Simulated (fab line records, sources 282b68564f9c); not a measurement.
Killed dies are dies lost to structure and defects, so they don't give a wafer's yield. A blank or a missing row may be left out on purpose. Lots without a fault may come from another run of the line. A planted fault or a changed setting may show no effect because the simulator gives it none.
fab line records | flow rit_cmos
record lots=14 wafers=42 last_day=6
route steps=202 shown NRETRO@61
lots that met no fault: from a run of the same line without faults
start_h: hours from the record's first day to the start of the lot's first wafer shown | wait_h: hours since the lot's step before | " the same as in the row above | L1.1+2: a row that stands for several wafers | - no value, or no start given | * or withheld: withheld | < > ~ a bound
route shown NAME@n: a module of which the file shows steps, and the number in the route of the first | usual: mean/standard deviation of fault-free wafers | same: alike in all rows | chamber/n: place in a boat | sites: the reading at each site | _std_site: their standard deviation | _edge_site: outer sites' mean less inner sites' | radius_mm: how far each site lies from the wafer's centre | mask NAME#n: copy n | behind: the tool/chamber that last shaped the wafer | hold: why the lot was held/for how many hours/how that ended | device: the transistor (n, p or np) that didn't switch | end of line: the same wafers' tests at the end of the route | a step without rows: its recipe alone | killed: dies lost to structure and defects at the first sort, not the wafer's yield | map: a wafer's dies, x killed, . not, _ none there
set.NAME: the setting as run; set.NAME@STEP: as run at that earlier step | model.NAME: the simulator's own value behind a step, which no gauge read
steps of the route over a sample of lots; a table a step, a row a wafer
services: from which hour (start_h, from the record's first day; less than 0 if before it) a tool's chamber was out of use, for how many hours, and why
## steps
# step RIT_NRETRO_IMPLANT_08
# recipe species=P energy_kev=70 dose_cm2=1e+13 tilt_deg=7
# usual beam_on_s=10.01/0.2 dose_ions_cm2=1.0001e+13/1.1e+10 faraday_current_uA=31.7/0.63
# columns lot.wafer tool chamber start_h wait_h beam_on_s dose_ions_cm2 faraday_current_uA
L604.2 implanter-03 0 32.25 0.2 10.18 1.0019e+13 31.1
L604.4 " 0 " " 9.88 1.0014e+13 32.0
L604.6 " 0 " " 10.29 1.0016e+13 30.7
L605.2 implanter-01 0 36.50 0.2 10.25 9.993e+12 30.9
L605.3 " 0 " " 10.24 9.989e+12 31.0
L605.5 " 0 " " 9.88 9.995e+12 32.0
L606.1 implanter-01 0 41.02 0.2 10.11 9.995e+12 31.4
L606.3 " 0 " " 10.33 9.998e+12 30.7
L606.4 " 0 " " 10.21 9.987e+12 31.1
L607.2 implanter-03 0 45.72 0.2 10.14 9.998e+12 31.0
L607.4 " 0 " " 10.05 9.977e+12 31.5
L607.5 " 0 " " 9.97 9.979e+12 31.9
L608.1 implanter-02 0 49.87 0.2 9.83 1.0016e+13 32.2
L608.3 " 0 " " 9.82 9.995e+12 32.4
L608.6 " 0 " " 9.60 1.0007e+13 33.0
L609.2 implanter-03 0 56.35 0.2 9.78 1.0003e+13 32.4
L609.3 " 0 " " 10.12 1.0002e+13 31.4
L609.5 " 0 " " 10.19 9.995e+12 31.3
L610.1 implanter-01 0 59.95 0.2 10.06 1.0007e+13 31.7
L610.2 " 0 " " 10.14 1.0005e+13 31.2
L610.4 " 0 " " 10.17 1.0001e+13 31.2
L611.2 implanter-02 0 68.45 0.2 9.90 9.999e+12 32.1
L611.3 " 0 " " 9.98 1.0006e+13 31.7
L611.6 " 0 " " 9.91 9.995e+12 31.8
L612.1 implanter-02 0 72.91 0.2 10.20 1.0005e+13 30.9
L612.2 " 0 " " 10.23 1.0012e+13 31.0
L612.3 " 0 " " 9.85 9.997e+12 32.3
L613.2 implanter-01 0 79.19 0.2 10.19 9.982e+12 31.1
L613.5 " 0 " " 10.28 9.989e+12 30.9
L613.6 " 0 " " 10.03 9.982e+12 31.7
L614.1 implanter-03 0 83.01 0.2 10.19 9.998e+12 31.1
L614.3 " 0 " " 9.93 9.991e+12 32.0
L614.5 " 0 " " 9.98 9.994e+12 31.7
L615.1 implanter-03 0 86.60 0.2 9.96 1.0007e+13 31.8
L615.2 " 0 " " 10.06 1.0008e+13 31.6
L615.5 " 0 " " 9.88 1.0002e+13 32.2
L622.1 implanter-03 0 121.26 0.2 10.03 8.296e+12 26.2
L622.4 " 0 " " 10.09 8.311e+12 26.1
L622.5 " 0 " " 9.99 8.305e+12 26.5
L623.2 implanter-03 0 125.43 0.2 10.22 8.3e+12 25.7
L623.4 " 0 " " 10.08 8.298e+12 26.1
L623.5 " 0 " " 9.54 8.297e+12 27.5
# step RIT_NRETRO_TW_MEAS_10
# usual NRETRO_TW=1045/9.7
# columns lot.wafer tool chamber start_h wait_h NRETRO_TW
L604.2 film_metro-04 - 32.56 0.1 1054
L604.4 " - " " 1050
L604.6 " - " " 1052
L605.2 film_metro-02 - 36.81 0.1 1053
L605.3 " - " " 1045
L605.5 " - " " 1050
L606.1 film_metro-04 - 41.34 0.1 1049
L606.3 " - " " 1052
L606.4 " - " " 1055
L607.2 film_metro-02 - 46.03 0.1 1051
L607.4 " - " " 1051
L607.5 " - " " 1049
L608.1 film_metro-04 - 50.19 0.1 1050
L608.3 " - " " 1044
L608.6 " - " " 1039
L609.2 film_metro-04 - 56.66 0.1 1048
L609.3 " - " " 1049
L609.5 " - " " 1053
L610.1 film_metro-03 - 60.27 0.1 1027
L610.2 " - " " 1028
L610.4 " - " " 1032
L611.2 film_metro-04 - 68.76 0.1 1046
L611.3 " - " " 1052
L611.6 " - " " 1044
L612.1 film_metro-04 - 73.23 0.1 1053
L612.2 " - " " 1058
L612.3 " - " " 1061
L613.2 film_metro-03 - 79.50 0.1 1033
L613.5 " - " " 1036
L613.6 " - " " 1043
L614.1 film_metro-04 - 83.34 0.1 1056
L614.3 " - " " 1058
L614.5 " - " " 1056
L615.1 film_metro-04 - 86.92 0.1 1062
L615.2 " - " " 1063
L615.5 " - " " 1056
L622.1 film_metro-04 - 121.59 0.1 983
L622.4 " - " " 979
L622.5 " - " " 980
L623.2 film_metro-03 - 125.74 0.1 972
L623.4 " - " " 967
L623.5 " - " " 971
## services
# columns tool chamber start_h hours kind
implanter-01 - 29.58 1.9 repair
implanter-02 - 55.73 3.2 repair
## key
first_sign step=RIT_NRETRO_IMPLANT_08 reading=dose_ions_cm2 direction=down sigmas=99+ usual=1.0001e+13 struck=8.301e+12
effect step=RIT_NRETRO_IMPLANT_08 reading=faraday_current_uA direction=down sigmas=8.4 usual=31.7 struck=26.4
effect step=RIT_NRETRO_TW_MEAS_10 reading=NRETRO_TW direction=down sigmas=7.2 usual=1045 struck=975
met_at RIT_NRETRO_IMPLANT_08
struck_lots L622,L623
tester_left_out L622,L623
onset_between 86.60 121.26
fault kind=process_parameter_drift tool=implanter-03 chamber=- onset_h=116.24 steps=RIT_NRETRO_IMPLANT_08 channel=dose_cm2 offset=-1.7e+12 shape=step end_h=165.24 acts_in=these_recipes_only stated=1e+13
# tester_left_out: of these lots the tester's yield and bins aren't shown, on N5 and GAA mostly nor the transistor test; their killed dies are dies lost to structure and defects alone, not to doping, threshold or leakage, so they don't give the yield
